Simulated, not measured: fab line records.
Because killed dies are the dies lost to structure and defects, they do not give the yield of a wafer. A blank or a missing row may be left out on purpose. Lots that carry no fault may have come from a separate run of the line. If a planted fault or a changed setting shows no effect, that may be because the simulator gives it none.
Struck lot and sound lot, side by side	flow berkeleyCmos170	21 steps out of a route of 331
Sound: these wafers, L886.2, L886.4, L886.6. Struck: wafers L897.1, L897.2, L897.4. Last of all comes the cause.
Per side, at each step with rows, come the tool, then ch with its chambers, and then its first start. Under that, the readings that differ: sound wafers	struck wafers	difference of the means	sigmas: that difference in standard deviations of wafers without a fault.
alike: readings with means less than 2 such deviations apart, plus words and numbers identical on both sides. not compared: withheld readings, readings lacking a value on some wafer, bounds such as >300 that could conceal the same value, and numbers that have no deviation in the record and whose values overlap.
Wherever a step has rows on one side only, a row that says differs or no value, or a row with sigmas, the two part there. Numbers that don't overlap but have no deviation are shown without sigmas and don't part them. A reading that every wafer of one side lacks parts them only if that side has two wafers or more.

first, 1 step without rows for these wafers: UCB170_ZERO_DEVELOP_05 (develop time 45 s).
UCB170_ZERO_ETCH_06: etches SiO2 in CHF3/CF4/Ar, time 12 s.
  sound on rieDiel-01 ch 2,3, day 2 05:41; struck on rieDiel-02 ch 1,2,3, day 4 15:14
  alike: drypumpMotorCurrentA, oesProductAu, throttleValvePct
  not compared: rfHoursCounterH
UCB170_ZERO_STRIP_07: strips in O2.
  sound on plasmaAsher-01 ch 0,1, day 2 05:43; struck on plasmaAsher-01 ch 0,1, day 4 15:16
  alike: drypumpMotorCurrentA, oesProductAu, stripTimeToEndpointS
  not compared: rfHoursCounterH
then, 2 steps without rows for these wafers: UCB170_NWELL_WET_ETCH_00 (etches SiO2 in dHF, time 200 s); UCB170_NWELL_OXIDATION_01 (target thk 26.4 nm, ox time 1260 s).
UCB170_NWELL_THK_MEAS_02:
  sound on filmMetro-02 at day 2 07:42; struck on filmMetro-04 at day 4 20:34
  alike: NWELL_OXIDE_THK
then, 2 steps without rows for these wafers: UCB170_NWELL_ANNEAL_03 (time 900 s); UCB170_NWELL_CVD_04 (deposits Si3N4 from SiH2Cl2/NH3, target thk 224 nm, time 3360 s).
UCB170_NWELL_THK_MEAS_05:
  sound on filmMetro-04 at day 2 15:33; struck on filmMetro-04 at day 5 05:20
  alike: NWELL_NITRIDE_THK
then, 3 steps without rows for these wafers: UCB170_NWELL_HMDS_06 (prime time 60 s); UCB170_NWELL_COAT_07 (resist thk 900 nm); UCB170_NWELL_SOFTBAKE_08 (time 60 s).
UCB170_NWELL_EXPOSE_09: exposes mask NWELL, target cd 3000 nm.
  sound on krfScanner-02 ch 0, day 2 16:13; struck on krfScanner-02 ch 0, day 5 06:16
reading	sound	struck	difference	sigmas
mask	NWELL#0 NWELL#0 NWELL#0	PWELL#0 PWELL#0 PWELL#0	differs	
then, 2 steps without rows for these wafers: UCB170_NWELL_PEB_10; UCB170_NWELL_DEVELOP_11 (develop time 45 s).
UCB170_NWELL_OVL_MEAS_12:
  sound on overlay-02 at day 2 16:35; struck on overlay-01 at day 5 06:39
reading	sound	struck	difference	sigmas
NWELL_OVL (nm)	-8 -14 -5	- - -	no value on the struck wafers	
UCB170_NWELL_ETCH_13: etches Si3N4 in CH3F/Ar/O2, stops on SiO2, target depth 246.4 nm, time 154 s.
  sound on rieDiel-03 ch 1,2,3, day 2 16:37; struck on rieDiel-03 ch 0,2,3, day 5 06:41
  alike: drypumpMotorCurrentA, oesProductAu, throttleValvePct
  not compared: rfHoursCounterH
next, for these wafers, 1 step has no rows: UCB170_NWELL_IMPLANT_14.
UCB170_NWELL_STRIP_15: strips in O2.
  sound on plasmaAsher-02 ch 0,1, day 2 16:52; struck on plasmaAsher-04 ch 0,1, day 5 06:56
  alike: drypumpMotorCurrentA, oesProductAu, stripTimeToEndpointS
  not compared: rfHoursCounterH
UCB170_NWELL_TW_MEAS_16:
  sound on filmMetro-04 at day 2 16:59; struck on filmMetro-02 at day 5 07:02
reading	sound	struck	difference	sigmas
NWELL_TW	1253 1259 1258	30 30 30	-1227	-99 or more
then, 1 step without rows for these wafers: UCB170_NWELL_CLEAN_17 (cleans in SPM, time 600 s).

WHERE THEY PART
First at UCB170_NWELL_EXPOSE_09; last, within this record, at UCB170_NWELL_TW_MEAS_16.

WHY: whatever the simulator had introduced
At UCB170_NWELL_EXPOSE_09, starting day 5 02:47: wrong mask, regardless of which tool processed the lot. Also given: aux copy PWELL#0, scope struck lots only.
